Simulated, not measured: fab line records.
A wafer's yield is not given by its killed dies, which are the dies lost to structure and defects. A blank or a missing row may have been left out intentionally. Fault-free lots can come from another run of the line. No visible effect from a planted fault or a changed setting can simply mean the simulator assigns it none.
Split-lot trial ; flow ritCmos ; 23 wafers read across 5 lots, on a route 202 steps long

## ABOUT THE SPLIT
At RIT_SPACER_CVD_03 (deposits Si3N4 from SiH2Cl2/NH3, target thk 250 nm, time 3300 s), the setting nh3FlowSccm was moved away from the recipe's 150 sccm on 10 of the 23 wafers read, by +10.3% to +13.1%. For the rest of the wafers, this setting stayed at what the recipe calls for.

## FROM THE SPLIT TO THE READING: what the file shows between them, 3 steps
- RIT_NSD_IMPLANT_08 (also split here: energyKev)
- RIT_PSD_IMPLANT_08 (also split here: doseCm2)
- RIT_PSD_STRIP_09: strips in O2, time 180 s

## THE READING
Si3N4_of_SPACER_CVD_03.thkNm (the simulator's own value, which no gauge read), in nm, at RIT_SDANNEAL_CLEAN_00 (cleans in SC1, time 600 s). No usual value for it is given in the file. Across the 13 wafers here that went through the recipe, the average is 193.0 nm and the standard deviation 1.2 nm.

wafer;tool, chamber at the split;nh3FlowSccm as run, sccm;against the recipe;Si3N4_of_SPACER_CVD_03.thkNm, nm;against lot-mates on the recipe
L078.1;lpcvd-02, 0;150;recipe;193.2;-
L078.2;lpcvd-02, 0;150;recipe;195;-
L078.5;lpcvd-02, 0;150;recipe;193.8;-
L079.1;-, -;165.5;+10.3%;209.1;no lot-mate on the recipe
L079.2;-, -;165.5;+10.3%;209.1;no lot-mate on the recipe
L079.3;-, -;165.5;+10.3%;209.1;no lot-mate on the recipe
L079.5;-, -;165.5;+10.3%;206.7;no lot-mate on the recipe
L079.6;-, -;165.5;+10.3%;209.2;no lot-mate on the recipe
L080.1;-, -;169.7;+13.1%;214.1;no lot-mate on the recipe
L080.3;-, -;169.7;+13.1%;214.1;no lot-mate on the recipe
L080.2;-, -;169.7;+13.1%;214.7;no lot-mate on the recipe
L080.4;-, -;169.7;+13.1%;216.5;no lot-mate on the recipe
L080.5;-, -;169.7;+13.1%;214.4;no lot-mate on the recipe
L084.1;-, -;150;recipe;191.6;-
L084.2;-, -;150;recipe;191.6;-
L084.3;-, -;150;recipe;192.1;-
L084.5;-, -;150;recipe;190.8;-
L084.6;-, -;150;recipe;193;-
L085.2;-, -;150;recipe;192.1;-
L085.3;-, -;150;recipe;194.1;-
L085.4;-, -;150;recipe;194.5;-
L085.5;-, -;150;recipe;193.4;-
L085.6;-, -;150;recipe;193.9;-

THE FIT
A straight line over all 23 wafers: Si3N4_of_SPACER_CVD_03.thkNm changes by +1.61 nm for each +1% of nh3FlowSccm; r = +0.99; the points scatter about the line by 1.3 nm.
Too few moved wafers have a lot-mate on the recipe to fit a line with each lot's own level taken away.

## THE FILE'S OWN FIT
Si3N4_of_SPACER_CVD_03.thkNm changes by +1.61 nm for each +1% of nh3FlowSccm, r = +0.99.
